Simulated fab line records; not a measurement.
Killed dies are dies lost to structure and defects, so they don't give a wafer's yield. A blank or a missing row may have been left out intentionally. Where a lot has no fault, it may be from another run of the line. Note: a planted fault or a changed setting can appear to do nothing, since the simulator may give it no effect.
Struck lot and sound lot, side by side + flow berkeleyCmos170 + 30 steps out of a route of 331
Sound: these wafers, L339.1, L339.4, L339.5. Struck: wafers L346.1, L346.3, L346.5. The cause is given at the end.
Each step with rows lists, per side, the tool, then ch with its chambers, then its first start. Under that, the readings that differ: sound wafers + struck wafers + difference of the means + sigmas: that difference in standard deviations of wafers without a fault.
alike: same words and numbers on both sides, and readings whose means sit less than 2 such deviations apart. not compared: any withheld reading, any reading some wafer has no value for, any bound like >300 that may hide the same value, and any number with overlapping values for which the record gives no deviation.
Wherever a step has rows on one side only, a row that says differs or no value, or a row with sigmas, the two part there. Numbers that have no deviation but don't overlap get no sigmas and don't part them. A reading missing from all wafers of one side parts the sides only when that side holds two or more wafers.

UCB170_SDANNEAL_RTA_01: time 5 s.
  sound on rtpAnneal-01 ch 0, day 8 22:41; struck on rtpAnneal-01 ch 0, day 10 20:31
  alike: lampPowerPct, wafer_temp_C_max
UCB170_SDANNEAL_RS_MEAS_02: a four-point-probe measurement.
  struck on filmMetro-03, day 10 20:35; sound on filmMetro-03, day 8 22:44
  alike: PSD_RS
UCB170_SDANNEAL_RS_MEAS_03: a four-point-probe measurement.
  struck on filmMetro-03, day 10 20:42; sound on filmMetro-03, day 8 22:52
| reading         | sound             | struck            | difference | sigmas |
|-----------------|-------------------|-------------------|------------|--------|
| NSD_RS (ohm/sq) | 37.07 37.06 37.07 | 37.32 37.30 37.34 | +0.25      | +3     |
UCB170_SDANNEAL_RS_MEAS_04: a four-point-probe measurement.
  struck on filmMetro-03, day 10 20:49; sound on filmMetro-03, day 8 22:59
  alike: PLDD_RS
UCB170_SDANNEAL_RS_MEAS_05: a four-point-probe measurement.
  struck on filmMetro-03, day 10 20:56; sound on filmMetro-03, day 8 23:06
  alike: NLDD_RS
then, 2 steps without rows for these wafers: UCB170_SILICIDE_PRE_CLEAN_00 (preclean etch time 60 s); UCB170_SILICIDE_SPUTTER_01 (material Ti, target thk 30 nm, time 25 s).
UCB170_SILICIDE_RS_MEAS_02: a four-point-probe measurement.
  struck on filmMetro-02, day 10 21:14; sound on filmMetro-01, day 8 23:19
  alike: SILICIDE_TI_RS
UCB170_SILICIDE_THK_MEAS_03: measures by xrf.
  struck on filmMetro-02, day 10 21:22; sound on filmMetro-01, day 8 23:26
  alike: SILICIDE_TI_THK
then, 3 steps without rows for these wafers: UCB170_SILICIDE_RTA_04 (time 15 s); UCB170_SILICIDE_WET_ETCH_05 (etches Ti in SPM, time 45 s); UCB170_CONTACT_CLEAN_00 (cleans in SPM, time 600 s).
UCB170_CONTACT_CVD_01: deposits PSG from SiH4/O2/PH3, target thk 700 nm, time 2820 s.
  sound on lpcvd-01 ch 1, day 9 01:40; struck on lpcvd-02 ch 1, day 10 22:57
| reading                                | sound           | struck        | difference | sigmas |
|----------------------------------------|-----------------|---------------|------------|--------|
| model.PSG_of_CONTACT_CVD_01.thkNm (nm) | 693.1 702 697.1 | 866.6 864 861 | +166.5     |        |
  alike: susceptorTempC
UCB170_CONTACT_THK_MEAS_02:
  struck on filmMetro-03, day 11 01:51; sound on filmMetro-03, day 9 04:20
| reading              | sound       | struck      | difference | sigmas |
|----------------------|-------------|-------------|------------|--------|
| CONTACT_PSG_THK (nm) | 693 702 697 | 866 864 862 | +167       | +21    |
  not compared: hold
then, 2 steps without rows for these wafers: UCB170_CONTACT_COAT_04 (resist thk 900 nm); UCB170_CONTACT_SOFTBAKE_05 (time 60 s).
UCB170_CONTACT_STRIP_06: strips in O2.
  sound on plasmaAsher-01 ch 0,1, day 9 04:51; struck on plasmaAsher-01 ch 0,1, day 11 06:09
  alike: chamberPressureMTorr, drypumpMotorCurrentA, oesProductAu, stripTimeToEndpointS
  not compared: rfHoursCounterH
then, 1 step without rows for these wafers: UCB170_CONTACT_CLEAN_07 (cleans in SPM, time 600 s).
UCB170_CONTACT_RTA_08: time 10 s.
  sound on rtpAnneal-01 ch 0, day 9 05:08; struck on rtpAnneal-01 ch 0, day 11 06:35
  alike: lampPowerPct, wafer_temp_C_max
then, 6 steps without rows for these wafers: UCB170_CONTACT_COAT_09; UCB170_CONTACT_COAT_10 (resist thk 900 nm); UCB170_CONTACT_SOFTBAKE_11 (time 60 s); UCB170_CONTACT_EXPOSE_12 (exposes mask CONT, target cd 700 nm); UCB170_CONTACT_PEB_13; UCB170_CONTACT_DEVELOP_14 (develop time 45 s).
UCB170_CONTACT_CD_MEAS_15 targets a cd of 700 nm.
  struck on cdSem-01, day 11 08:07; sound on cdSem-02, day 9 06:23
  alike: cdNm
UCB170_CONTACT_OVL_MEAS_16:
  struck on overlay-01, day 11 08:14; sound on overlay-01, day 9 06:30
  alike: CONTACT_OVL
UCB170_CONTACT_ETCH_17: etches BARC in N2/H2.
  sound on rieDiel-03 ch 1,2, day 9 06:32; struck on rieDiel-03 ch 1,3, day 11 08:16
  alike: biasW, chamberPressureMTorr, drypumpMotorCurrentA, h2FlowSccm, oesProductAu, throttleValvePct
UCB170_CONTACT_ETCH_18: etches PSG in CHF3/CF4/Ar, stops on TiSi2, target depth 840 nm, time 195 s.
  sound: rieDiel-03 ch 1,2; struck: rieDiel-03 ch 1,3
| reading                           | sound             | struck            | difference | sigmas |
|-----------------------------------|-------------------|-------------------|------------|--------|
| oesProductAu (a.u.)               | 0.886 0.882 0.870 | 0.999 1.034 1.003 | +0.133     | +8     |
| model.etch.depthNm (nm)           | 693.1 702 697.1   | 835 838.9 835.2   | +139       |        |
| model.CONTACT.featureDepthNm (nm) | 693.1 702 697.1   | 835 838.9 835.2   | +139       |        |
  alike: chamberPressureMTorr, drypumpMotorCurrentA, throttleValvePct
  not compared: rfHoursCounterH
UCB170_CONTACT_STRIP_19: strips in O2.
  sound on plasmaAsher-01 ch 0,1, day 9 06:47; struck on plasmaAsher-01 ch 0,1, day 11 08:26
  alike: chamberPressureMTorr, drypumpMotorCurrentA, oesProductAu
  not compared: rfHoursCounterH

WHERE THEY PART
Last at UCB170_CONTACT_ETCH_18 as far as this record goes, first at UCB170_SDANNEAL_RS_MEAS_03. Later steps at which nothing parts them and some readings are alike: UCB170_CONTACT_STRIP_19.

WHY: what had been put in by the simulator
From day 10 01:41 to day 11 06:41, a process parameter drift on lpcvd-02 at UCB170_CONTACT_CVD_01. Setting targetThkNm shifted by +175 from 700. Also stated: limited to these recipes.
